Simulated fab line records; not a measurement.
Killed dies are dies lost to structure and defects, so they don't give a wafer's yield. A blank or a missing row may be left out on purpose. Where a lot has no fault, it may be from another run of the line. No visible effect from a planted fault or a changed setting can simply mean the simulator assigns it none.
2 desks looking at one fault :: flow berkeley_cmos170 :: every desk sees just its own numbers, and what lay behind them comes last

FROM THE METROLOGY DESK
What the gauges read, lot by lot, whatever tool the lot ran on: means of the sampled wafers that have a number. Any lot whose mean is over 4 standard deviations away from the usual mean is out of limits and marked OUT; that distance is given in the brackets.
Columns: A = WELLDRIVE_OXIDE_THK at UCB170_WELLDRIVE_THK_MEAS_02, usual 198 nm
lot: L123
first seen here: day 4 05:56
A: 198

lot: L124
first seen here: day 4 22:56
A: 196

lot: L127
first seen here: day 5 03:48
A: 194

lot: L128
first seen here: day 5 03:50
A: 198

lot: L129
first seen here: day 5 03:52
A: 197

lot: L130
first seen here: day 5 23:34
A: 196

lot: L135
first seen here: day 6 08:46
A: 196

lot: L134
first seen here: day 6 13:35
A: 199

lot: L132
first seen here: day 6 13:36
A: 195

lot: L136
first seen here: day 6 13:39
A: 198

lot: L138
first seen here: day 6 20:24
A: 199

lot: L143
first seen here: day 7 19:33
A: 96 (-34) OUT

lot: L145
first seen here: day 8 07:10
A: 93 (-35) OUT

lot: L144
first seen here: day 8 07:11
A: 93 (-35) OUT

lot: L146
first seen here: day 8 16:17
A: 198
Finding of this desk: L143, L144, L145 out of limits, first seen on L143 at day 7 19:33 (WELLDRIVE_OXIDE_THK at UCB170_WELLDRIVE_THK_MEAS_02). L123, L124, L127, L128, L129, L130, L135, L134, L132, L136, L138, L146 stayed within limits.

DESK OF THE TOOL OWNER: furnace-04
The tool's own readings at UCB170_WELLDRIVE_OXIDATION_01 (target thk 199 nm, ox time 9000 s): means of the sampled wafers that have a number, for each lot that ran on this tool. Any lot whose mean is over 4 standard deviations away from the usual mean is out of limits and marked OUT; that distance is given in the brackets.
Columns: A = spike_tc_centre_C at UCB170_WELLDRIVE_OXIDATION_01, usual 1102.6 C; B = spike_tc_load_C at UCB170_WELLDRIVE_OXIDATION_01, usual 1127.5 C; C = spike_tc_source_C at UCB170_WELLDRIVE_OXIDATION_01, usual 1130.0 C; D = tube_center_temp_C at UCB170_WELLDRIVE_OXIDATION_01, usual 1100 C; E = tube_center_temp_C_max at UCB170_WELLDRIVE_OXIDATION_01, usual 1102.8; F = zone_power_load_pct at UCB170_WELLDRIVE_OXIDATION_01, usual 45.0 %; G = zone_power_source_pct at UCB170_WELLDRIVE_OXIDATION_01, usual 43.6 %
lot: L123
first seen here: day 4 02:24
A: 1103.2
B: 1130.0
C: 1130.5
D: 1100
E: 1102.3
F: 45.7
G: 43.4

lot: L130
first seen here: day 5 20:03
A: 1102.5
B: 1128.7
C: 1131.3
D: 1100
E: 1102.6
F: 45.9
G: 43.8

lot: L135
first seen here: day 6 05:14
A: 1104.2
B: 1129.3
C: 1131.1
D: 1100
E: 1103.0
F: 45.9
G: 44.5

lot: L132
first seen here: day 6 10:05
A: 1102.0
B: 1129.5
C: 1131.1
D: 1100
E: 1102.6
F: 46.4
G: 43.9

lot: L134
first seen here: day 6 10:05
A: 1103.1
B: 1129.6
C: 1131.3
D: 1100
E: 1103.0
F: 46.0
G: 44.0

lot: L136
first seen here: day 6 10:05
A: 1103.6
B: 1129.7
C: 1131.4
D: 1100
E: 1102.8
F: 46.3
G: 43.9

lot: L143
first seen here: day 7 16:02
A: 1006.1 (-74) OUT
B: 1032.0 (-33) OUT
C: 1033.2 (-48) OUT
D: 1003 (-99 or more) OUT
E: 1006.2 (-99 or more) OUT
F: 36.4 (-4.5) OUT
G: 34.7 (-4.2) OUT

lot: L144
first seen here: day 8 03:40
A: 1006.6 (-74) OUT
B: 1032.1 (-33) OUT
C: 1033.6 (-48) OUT
D: 1003 (-99 or more) OUT
E: 1006.0 (-99 or more) OUT
F: 36.6 (-4.4) OUT
G: 35.2

lot: L145
first seen here: day 8 03:40
A: 1007.1 (-73) OUT
B: 1032.0 (-33) OUT
C: 1033.4 (-48) OUT
D: 1003 (-99 or more) OUT
E: 1005.9 (-99 or more) OUT
F: 36.4 (-4.5) OUT
G: 34.5 (-4.3) OUT
This desk finds L143, L144, L145 out of limits, L143 being first, at day 7 16:02 (spike_tc_centre_C at UCB170_WELLDRIVE_OXIDATION_01). L123, L130, L135, L132, L134, L136 stayed within limits.

PUT TOGETHER
An alarm could have come from the tool owner's desk at day 7 16:02, on L143, L144, L145.
L143, L144, L145 would have let the metrology desk raise an alarm at day 7 19:33.
Every lot named ran UCB170_WELLDRIVE_OXIDATION_01 on furnace-04.

WHAT HAD BEEN PUT IN BY THE SIMULATOR
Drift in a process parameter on furnace-04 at UCB170_WELLDRIVE_OXIDATION_01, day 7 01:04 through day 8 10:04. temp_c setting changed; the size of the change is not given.
Shown lots that were struck: L143, L144, L145.
Counting hours from when the fault started, the first reading out of limits came at 15 for the tool owner's desk and at 18 for the metrology desk.
